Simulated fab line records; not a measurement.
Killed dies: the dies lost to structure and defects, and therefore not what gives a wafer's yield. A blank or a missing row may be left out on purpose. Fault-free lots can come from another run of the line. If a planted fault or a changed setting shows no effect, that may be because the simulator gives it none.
Struck lot and sound lot, side by side -- flow rit cmos -- 19 steps out of a route of 202
Sound: the wafers L441.1, L441.5, L441.6. Struck: wafer L440.1. (L440.2, L440.6 of the same lot were not struck and are left out.) The cause comes at the end.
Order at every step that has rows: each side's tool, ch and its chambers, its first start. Under that, the readings that differ: sound wafers -- struck wafers -- difference of the means -- sigmas: that difference in standard deviations of wafers without a fault.
alike: readings with means less than 2 such deviations apart, plus words and numbers identical on both sides. not compared: withheld readings, readings lacking a value on some wafer, bounds such as >300 that could conceal the same value, and numbers that have no deviation in the record and whose values overlap.
A row with sigmas, a row that says differs or no value, or rows on one side alone: a step with any of these is where the two part. Non-overlapping numbers with no deviation appear without sigmas and do not part them. A reading missing from all wafers of one side parts the sides only when that side holds two or more wafers.

RIT_M1_SPUTTER_00: material Al, target thk 400 nm, time 500 s.
  sound on pvd sputter-03, day 7 06:16; struck on pvd sputter-01, day 7 07:07
  alike: throttle valve pct
RIT_M1_RS_MEAS_01: uses a four-point probe to measure.
  sound on film metro-04, day 7 06:34; struck on film metro-03, day 7 07:25
  alike: M1_AL_RS
RIT_M1_THK_MEAS_02: measures by xrf.
  sound on film metro-04, day 7 06:41; struck on film metro-03, day 7 07:32
  alike: M1_AL_THK
then, 6 steps without rows for these wafers: RIT_M1_HMDS_03 (prime time 60 s); RIT_M1_COAT_04 (resist thk 1300 nm); RIT_M1_SOFTBAKE_05 (time 60 s); RIT_M1_EXPOSE_06 (exposes mask M12, target cd 2600 nm); RIT_M1_PEB_07; RIT_M1_DEVELOP_08 (develop time 68 s).
RIT_M1_CD_MEAS_09 targets a cd of 2600 nm.
  sound on cd sem-01, day 7 07:38; struck on cd sem-02, day 7 08:28
  alike: cd nm
RIT_M1_OVL_MEAS_10:
  sound on overlay-01, day 7 07:45; struck on overlay-01, day 7 08:35
  alike: M1_OVL
then, 1 step without rows for these wafers: RIT_M1_HARDBAKE_11 (time 120 s).
RIT_M1_METAL_ETCH_12: etches Al in Cl2/BCl3, stops on SiO2, time 165 s, target depth 600 nm.
  sound on rie metal-02 ch 0,1, day 7 08:02; struck on rie metal-04 ch 0, day 7 08:52
  alike: drypump motor current A, he backside leak sccm, oes product au, throttle valve pct
  not compared: rf hours counter h
then, 1 step without rows for these wafers: RIT_M1_STRIP_13 (strips in nmp, time 600 s).
RIT_M1_STRIP_14: strips in O2, time 180 s.
  sound on plasma asher-02 ch 0,1, day 7 08:22; struck on plasma asher-03 ch 0, day 7 09:13
  alike: drypump motor current A
  not compared: rf hours counter h
RIT_M1_CD_MEAS_90 targets a cd of 2600 nm.
  sound on cd sem-01, day 7 08:33; struck on cd sem-02, day 7 09:23
  alike: cd nm
then, 1 step without rows for these wafers: RIT_M1_ANNEAL_15 (time 1800 s).
RIT_M1_BOW_MEAS_16:
  sound on film metro-04, day 7 11:25; struck on film metro-03, day 7 11:25
  alike: M1_BOW
RIT_M1_PROBE_99:
  sound on prober-01, day 7 11:32; struck on prober-02, day 7 11:32
reading,sound,struck,difference,sigmas
defect limited yield (%),97.7 97.3 98.5,95.1,-2.7,-2
killed_at_M0_to_M3,0 0 0,6,+6,
killed dies,6 7 4,13,+7,+3
model.etest.pmos_0p15.drive ua um,250.7 254.7 254.8,272.2,+18.8,
model.etest.npoly line.line ohm um,158.2 156.2 161.6,174.8,+16.1,
model.etest.ppoly line.line ohm um,153.7 150.1 154.2,170.9,+18.2,
model.etest.npoly line.width nm (nm),105.6 105.6 104.9,95.39,-9.98,
model.etest.ppoly line.width nm (nm),106.6 106.8 105.7,96.31,-10.06,
model.etest.tester.sort_bin_5_pct (%),1.136 1.515 0.3788,2.652,+1.642,
model.etest.ring.delay ps,28.24 28.19 27.77,25.28,-2.79,
model.etest.retro edge nmos.off log10 a um,-10.43 -10.32 -10.41,-9.287,+1.100,
  alike: killed at contacts, killed at front end, killed open, killed short

WHERE THEY PART
Within this record, at RIT_M1_PROBE_99 only.

WHY: what the simulator had put in
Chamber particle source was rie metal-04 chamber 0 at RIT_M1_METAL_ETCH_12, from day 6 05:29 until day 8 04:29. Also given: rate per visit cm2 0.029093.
